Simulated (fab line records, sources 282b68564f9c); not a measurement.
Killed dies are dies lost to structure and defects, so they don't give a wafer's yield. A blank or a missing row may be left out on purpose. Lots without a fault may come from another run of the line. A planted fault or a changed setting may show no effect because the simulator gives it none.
fab line records | flow rit_cmos
record lots=14 wafers=42 last_day=7
route steps=202 shown NLDD@108
lots that met no fault: from a run of the same line without faults
start_h: hours from the record's first day to the start of the lot's first wafer shown | wait_h: hours since the lot's step before | " the same as in the row above | L1.1+2: a row that stands for several wafers | - no value, or no start given | * or withheld: withheld | < > ~ a bound
route shown NAME@n: a module of which the file shows steps, and the number in the route of the first | usual: mean/standard deviation of fault-free wafers | same: alike in all rows | chamber/n: place in a boat | sites: the reading at each site | _std_site: their standard deviation | _edge_site: outer sites' mean less inner sites' | radius_mm: how far each site lies from the wafer's centre | mask NAME#n: copy n | behind: the tool/chamber that last shaped the wafer | hold: why the lot was held/for how many hours/how that ended | device: the transistor (n, p or np) that didn't switch | end of line: the same wafers' tests at the end of the route | a step without rows: its recipe alone | killed: dies lost to structure and defects at the first sort, not the wafer's yield | map: a wafer's dies, x killed, . not, _ none there
set.NAME: the setting as run; set.NAME@STEP: as run at that earlier step | model.NAME: the simulator's own value behind a step, which no gauge read
steps of the route over a sample of lots; a table a step, a row a wafer
## steps
# step RIT_NLDD_DEVELOP_05
# recipe resist=NOVOLAK develop_time_s=50 dev_temp_c=23
# columns lot.wafer tool chamber start_h wait_h
L197.3+4+5 litho_track-04 0 41 -
L198.3+4+6 litho_track-01 0 46 -
L199.1+2+6 litho_track-04 0 50 -
L201.2+4+5 litho_track-01 0 62 -
L202.1+2+6 litho_track-01 0 66 -
L203.3+4+6 litho_track-04 0 70 -
L204.1+5+6 litho_track-04 0 75 -
L212.1+3+6 litho_track-03 0 116 -
L213.2+3+5 litho_track-01 0 122 -
L216.4+5+6 litho_track-04 0 135 -
L217.2+3+4 litho_track-01 0 141 -
L218.1+4+6 litho_track-04 0 146 -
L219.4+5+6 litho_track-01 0 151 -
L220.2+4+5 litho_track-04 0 155 -
# step RIT_NLDD_TW_MEAS_10
# usual NLDD_TW=2497/14
# columns lot.wafer tool chamber start_h wait_h NLDD_TW
L197.3 film_metro-04 - 41.96 0.1 2477
L197.4 " - " " 2469
L197.5 " - " " 2480
L198.3 film_metro-01 - 47.12 0.1 2527
L198.4 " - " " 2516
L198.6 " - " " 2511
L199.1 film_metro-01 - 51.58 0.1 2514
L199.2 " - " " 2516
L199.6 " - " " 2506
L201.2 film_metro-01 - 63.15 0.1 2514
L201.4 " - " " 2523
L201.5 " - " " 2517
L202.1 film_metro-04 - 67.01 0.1 2514
L202.2 " - " " 2525
L202.6 " - " " 2514
L203.3 film_metro-02 - 71.12 0.1 30
L203.4 " - " " 30
L203.6 " - " " 30
L204.1 film_metro-02 - 76.37 0.1 30
L204.5 " - " " 30
L204.6 " - " " 30
L212.1 film_metro-01 - 116.97 0.1 2495
L212.3 " - " " 2502
L212.6 " - " " 2497
L213.2 film_metro-04 - 122.73 0.1 2480
L213.3 " - " " 2486
L213.5 " - " " 2488
L216.4 film_metro-02 - 136.59 0.1 2500
L216.5 " - " " 2505
L216.6 " - " " 2503
L217.2 film_metro-01 - 142.35 0.1 2479
L217.3 " - " " 2488
L217.4 " - " " 2489
L218.1 film_metro-02 - 147.55 0.1 2501
L218.4 " - " " 2477
L218.6 " - " " 2479
L219.4 film_metro-04 - 152.18 0.1 2460
L219.5 " - " " 2487
L219.6 " - " " 2474
L220.2 film_metro-01 - 156.22 0.1 2499
L220.4 " - " " 2509
L220.5 " - " " 2504
## key
first_sign step=RIT_NLDD_TW_MEAS_10 reading=NLDD_TW direction=down sigmas=99+ usual=2497 struck=30
effect none on later readings
met_at RIT_NLDD_DEVELOP_05
struck_lots L203,L204
sort_left_out L203.3,L203.4,L203.6,L204.1,L204.5,L204.6
tester_left_out L203,L204
onset_between 50 70
fault kind=process_parameter_drift tool=litho_track-04 chamber=- onset_h=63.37 steps=RIT_NLDD_DEVELOP_05 channel=develop_time_s offset=* shape=step end_h=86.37 acts_in=* stated=*
# tester_left_out: of these lots the tester's yield and bins aren't shown, on N5 and GAA mostly nor the transistor test; their killed dies are dies lost to structure and defects alone, not to doping, threshold or leakage, so they don't give the yield
# sort_left_out: the simulated sort isn't trusted on such a fault, so these wafers' sort isn't shown, and their yield isn't known
